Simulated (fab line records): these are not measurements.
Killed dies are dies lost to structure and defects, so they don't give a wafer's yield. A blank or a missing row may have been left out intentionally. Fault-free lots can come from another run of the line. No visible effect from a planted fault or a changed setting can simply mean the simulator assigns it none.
The tool behind it: which one? | flow berkeley cmos170 | 13 lots, 39 wafers sampled, at 5 steps of a route of 331

== WHAT THE GAUGES SHOWED, per wafer ==
UCB170_NLDD_CD_MEAS_06: the cd target is 1200 nm. Usual: cd nm reads 1199.9 nm (standard deviation 1.3).
lot  | measured     | on        | cd nm (nm)           | flag
L215 | day 7 15:54  | cd sem-02 | 1200.4 1200.6 1199.2 |
L216 | day 7 15:32  | cd sem-02 | 1198.6 1198.9 1198.5 |
L217 | day 7 15:48  | cd sem-01 | 1202.8 1200.0 1203.5 |
L218 | day 7 23:02  | cd sem-01 | 1199.5 1198.3 1199.3 |
L221 | day 8 11:29  | cd sem-01 | 1198.4 1198.0 1199.8 |
L222 | day 9 06:21  | cd sem-02 | 1198.5 1198.7 1199.1 |
L223 | day 9 05:55  | cd sem-02 | 961.3 962.5 962.1    | OFF
L227 | day 10 04:14 | cd sem-01 | 1201.6 1199.4 1199.9 |
L229 | day 10 08:25 | cd sem-01 | 1200.6 1198.2 1197.8 |
L233 | day 10 18:25 | cd sem-02 | 1199.2 1199.6 1199.9 |
L232 | day 10 18:12 | cd sem-01 | 1198.6 1200.8 1199.9 |
L234 | day 11 06:57 | cd sem-02 | 1199.4 1198.3 1198.2 |
L236 | day 11 23:45 | cd sem-02 | 1199.6 1199.7 1199.1 |

UCB170_CONTACT_CD_MEAS_15: the cd target is 700 nm. Usual: cd nm reads 700.5 nm (standard deviation 1.5).
lot  | measured     | on        | cd nm (nm)        | flag
L215 | day 8 09:59  | cd sem-01 | 699.7 699.6 700.8 |
L216 | day 8 07:56  | cd sem-01 | 698.2 700.1 699.6 |
L217 | day 8 09:53  | cd sem-01 | 702.2 702.5 701.9 |
L218 | day 8 16:04  | cd sem-02 | 700.8 700.1 701.9 |
L221 | day 9 06:11  | cd sem-02 | 700.5 700.3 701.6 |
L222 | day 10 06:22 | cd sem-01 | 700.1 700.8 701.5 |
L223 | day 10 06:05 | cd sem-02 | 700.7 701.3 701.2 |
L227 | day 10 18:08 | cd sem-02 | 701.5 701.3 701.0 |
L229 | day 11 01:26 | cd sem-01 | 700.2 699.7 700.0 |
L233 | day 11 15:11 | cd sem-02 | 702.2 704.1 702.5 |
L232 | day 11 14:01 | cd sem-02 | 699.3 699.3 700.3 |
L234 | day 11 22:30 | cd sem-02 | 700.7 700.3 701.0 |
L236 | day 12 18:25 | cd sem-02 | 697.6 698.0 697.1 |

== EACH LOT AND THE TOOL THAT RAN IT (in order: tool; ch and the chambers of the sampled wafers; start) ==
lot  | UCB170_NWELL_ETCH_13              | UCB170_ACTIVE_STRIP_16              | UCB170_NLDD_EXPOSE_03
L215 | rie diel-03 ch 0,2,3, day 2 18:30 | plasma asher-04 ch 0,1, day 5 05:14 | krf scanner-02 ch 0, day 7 15:30
L216 | rie diel-03 ch 0,2,3, day 2 20:27 | plasma asher-03 ch 0, day 5 04:53   | krf scanner-01 ch 0, day 7 15:08
L217 | rie diel-04 ch 1,2,3, day 3 01:40 | plasma asher-04 ch 0,1, day 5 09:02 | krf scanner-02 ch 0, day 7 15:25
L218 | rie diel-02 ch 1,2,3, day 3 08:19 | plasma asher-02 ch 0,1, day 5 16:28 | krf scanner-02 ch 0, day 7 22:39
L221 | rie diel-04 ch 0,1,3, day 3 19:56 | plasma asher-04 ch 0,1, day 6 01:12 | krf scanner-02 ch 0, day 8 10:47
L222 | rie diel-02 ch 0,1,2, day 4 06:47 | plasma asher-03 ch 0,1, day 6 10:53 | krf scanner-01 ch 0, day 9 05:48
L223 | rie diel-02 ch 1,2,3, day 4 13:19 | plasma asher-04 ch 0,1, day 6 11:10 | krf scanner-02 ch 0, day 9 05:19
L227 | rie diel-02 ch 0,2,3, day 5 06:41 | plasma asher-03 ch 0,1, day 7 08:16 | krf scanner-02 ch 0, day 10 03:37
L229 | rie diel-04 ch 0,1,3, day 5 17:16 | plasma asher-02 ch 0,1, day 7 18:07 | krf scanner-02 ch 0, day 10 08:01
L233 | rie diel-02 ch 0,1,3, day 6 05:02 | plasma asher-02 ch 0,1, day 8 11:11 | krf scanner-02 ch 0, day 10 17:42
L232 | rie diel-03 ch 1,2,3, day 6 05:02 | plasma asher-03 ch 0,1, day 8 11:28 | krf scanner-01 ch 0, day 10 17:26
L234 | rie diel-02 ch 1,2, day 6 15:03   | plasma asher-02 ch 0,1, day 8 23:06 | krf scanner-01 ch 0, day 11 05:36
L236 | rie diel-04 ch 1,2, day 7 06:10   | plasma asher-04 ch 0,1, day 9 20:05 | krf scanner-02 ch 0, day 11 23:07
- UCB170_NWELL_ETCH_13: etches Si3N4 in CH3F/Ar/O2, stops on SiO2, target depth 246.4 nm, time 154 s.
- UCB170_ACTIVE_STRIP_16: strips in O2.
- UCB170_NLDD_EXPOSE_03: exposes mask NSELECT, target cd 1200 nm.

== WHAT THE TOOLS THEMSELVES READ (means of the sampled wafers that have a number; where no wafer has one, the mark that the record gives instead) ==
UCB170_NWELL_ETCH_13. Usual: drypump motor current A 5.86 A, standard deviation 0.27; oes product au 0.942 a.u., standard deviation 0.016; throttle valve pct 8.04 %, standard deviation 0.14.
lot  | tool        | drypump motor current A (A) | oes product au (a.u.) | throttle valve pct (%) | flag
L215 | rie diel-03 | 5.81                        | 0.946                 | 7.97                   |
L216 | rie diel-03 | 5.81                        | 0.954                 | 7.96                   |
L217 | rie diel-04 | 6.02                        | 0.929                 | 8.16                   |
L218 | rie diel-02 | 5.64                        | 0.929                 | 7.92                   |
L221 | rie diel-04 | 5.98                        | 0.924                 | 8.16                   |
L222 | rie diel-02 | 5.89                        | 0.954                 | 8.06                   |
L223 | rie diel-02 | 5.65                        | 0.927                 | 7.92                   |
L227 | rie diel-02 | 5.71                        | 0.945                 | 8.04                   |
L229 | rie diel-04 | 5.97                        | 0.938                 | 8.15                   |
L233 | rie diel-02 | 5.74                        | 0.937                 | 7.96                   |
L232 | rie diel-03 | 5.93                        | 0.946                 | 8.00                   |
L234 | rie diel-02 | 5.75                        | 0.924                 | 8.01                   |
L236 | rie diel-04 | 6.00                        | 0.942                 | 8.15                   |

UCB170_ACTIVE_STRIP_16. Usual: drypump motor current A 5.2 A, standard deviation 0.4; oes product au 0.720 a.u., standard deviation 0.0046; strip time to endpoint s 17.97 s, standard deviation 0.065.
lot  | tool            | drypump motor current A (A) | oes product au (a.u.) | strip time to endpoint s (s) | flag
L215 | plasma asher-04 | 5.4                         | 0.723                 | 18.00                        |
L216 | plasma asher-03 | 4.8                         | 0.721                 | 17.95                        |
L217 | plasma asher-04 | 5.4                         | 0.718                 | 17.91                        |
L218 | plasma asher-02 | 5.3                         | 0.717                 | 18.02                        |
L221 | plasma asher-04 | 5.4                         | 0.717                 | 17.97                        |
L222 | plasma asher-03 | 4.9                         | 0.720                 | 17.90                        |
L223 | plasma asher-04 | 5.0                         | 0.723                 | 17.99                        |
L227 | plasma asher-03 | 4.9                         | 0.725                 | 17.98                        |
L229 | plasma asher-02 | 5.3                         | 0.721                 | 18.01                        |
L233 | plasma asher-02 | 5.5                         | 0.721                 | 17.97                        |
L232 | plasma asher-03 | 4.9                         | 0.720                 | 18.00                        |
L234 | plasma asher-02 | 5.3                         | 0.720                 | 17.90                        |
L236 | plasma asher-04 | 5.4                         | 0.721                 | 17.98                        |

== THE ANSWER, worked out from the rows above alone ==
Rule: take the mean of a lot's wafers that have a number; if it is more than 3 standard deviations from the usual mean, the lot is off. Also off: a lot with no number at a reading for which 4 or more lots have one. Where the step has rows for the other lots, those lots are counted as sound. First the gauges in route order, then the tools' own readings, where a lot's mean is used as printed above. The first step at which some lot is off is used, and at that step the reading that is off furthest; a lot without a number counts as furthest.
Off, at UCB170_NLDD_CD_MEAS_06 on cd nm: L223.
A tool fits if, at a process step before that reading, it ran every lot that is off, and no sound lot after the first of them. The gauges at UCB170_NLDD_CD_MEAS_06 are tried like those tools. Of those tried, none fits.

== WHAT THE SIMULATOR PUT IN ==
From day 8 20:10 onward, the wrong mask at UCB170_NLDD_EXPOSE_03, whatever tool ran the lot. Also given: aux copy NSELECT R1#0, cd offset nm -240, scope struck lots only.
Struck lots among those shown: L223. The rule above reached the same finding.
